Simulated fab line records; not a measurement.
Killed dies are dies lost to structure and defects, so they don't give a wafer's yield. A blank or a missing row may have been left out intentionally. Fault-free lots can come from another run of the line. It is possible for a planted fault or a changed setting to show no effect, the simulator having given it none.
Code-filled problem report in 8D (eight disciplines) form :: flow berkeleyCmos170 :: the parts of the form that need people (team, actions taken, sign-off) are left out

1. PROBLEM STATEMENT
At UCB170_GATE_ETCH_15, runLengthS averages 62.2 s over 9 wafers from 3 lots, while fault-free wafers read 84.7 s, standard deviation 0.41. That puts it -55 standard deviations away from the usual mean.
The step: etches poly-Si in HBr/Cl2, stops on SiO2, time 56.3 s, target depth 278.2 nm.
Earliest sighting: wafer L721.1 on rieSi-02 at day 8 11:20. Wafers with a number at this step in the record: 21, from 7 lots. Rule for "out", or "out of limits": more than 4 standard deviations from the usual mean. The other wafers with a number count as sound.

2. WHAT THIS IS AND IS NOT
question: which readings at this step
is: runLengthS, oesProductAu
is not: drypumpMotorCurrentA, throttleValvePct

question: which lots
is: L721, L723, L724
is not: L717, L719, L732, L734

question: which wafers of those lots
is: all that have a number
is not: -

question: read on which tools
is: rieSi-02
is not: rieSi-01

question: when
is: from day 8 11:20
is not: up to then (6 sound wafers); but 6 sound wafers of L732, L734 came after

3. THE SUSPECTS, EACH WITH WHAT RULES IT OUT
Counting: a tool at any process step up to the reading remains a suspect when it ran all the lots that are out and ran no sound lot after the first of those.
- rieSi-02 at UCB170_GATE_ETCH_15 (etches poly-Si in HBr/Cl2, stops on SiO2, time 56.3 s, target depth 278.2 nm): kept. It ran every lot that is out, first L721 (day 8 11:20), and no sound lot after that; its last sound lot up to then is L719 (day 7 14:00). On those wafers its own readings are out: oesProductAu, runLengthS.
The count leaves rieSi-02 at UCB170_GATE_ETCH_15.

4. THE CAUSE (what the simulator had put in)
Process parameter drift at UCB170_GATE_ETCH_15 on rieSi-02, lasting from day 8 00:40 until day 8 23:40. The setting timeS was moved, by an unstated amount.
After counting, this tool was the only one left.

5. THE CHAIN OF EFFECTS, in route order
One row per reading whose mean, taken over the struck wafers that have a number, lies over 3 standard deviations from the usual. Only readings whose record carries a usual standard deviation are examined. hours: median over the lots of the time between each lot's start at the first step of this table that gives one and its start at this step. sigmas: the change, counted in usual standard deviations.
hours: 0
step: UCB170_GATE_ETCH_15
reading: oesProductAu
usual: 0.834 a.u.
on struck wafers: 1.006
change: +0.172
sigmas: +11

hours: 0
step: UCB170_GATE_ETCH_15
reading: runLengthS
usual: 84.7 s
on struck wafers: 62.2
change: -22.5
sigmas: -55
Its process steps:
- UCB170_GATE_ETCH_15: etches poly-Si in HBr/Cl2, stops on SiO2, time 56.3 s, target depth 278.2 nm.

6. WHAT WOULD HAVE CAUGHT IT SOONER
11 hours passed between the start of the fault at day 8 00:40 and the first reading out of limits in this record, taken at day 8 11:20.
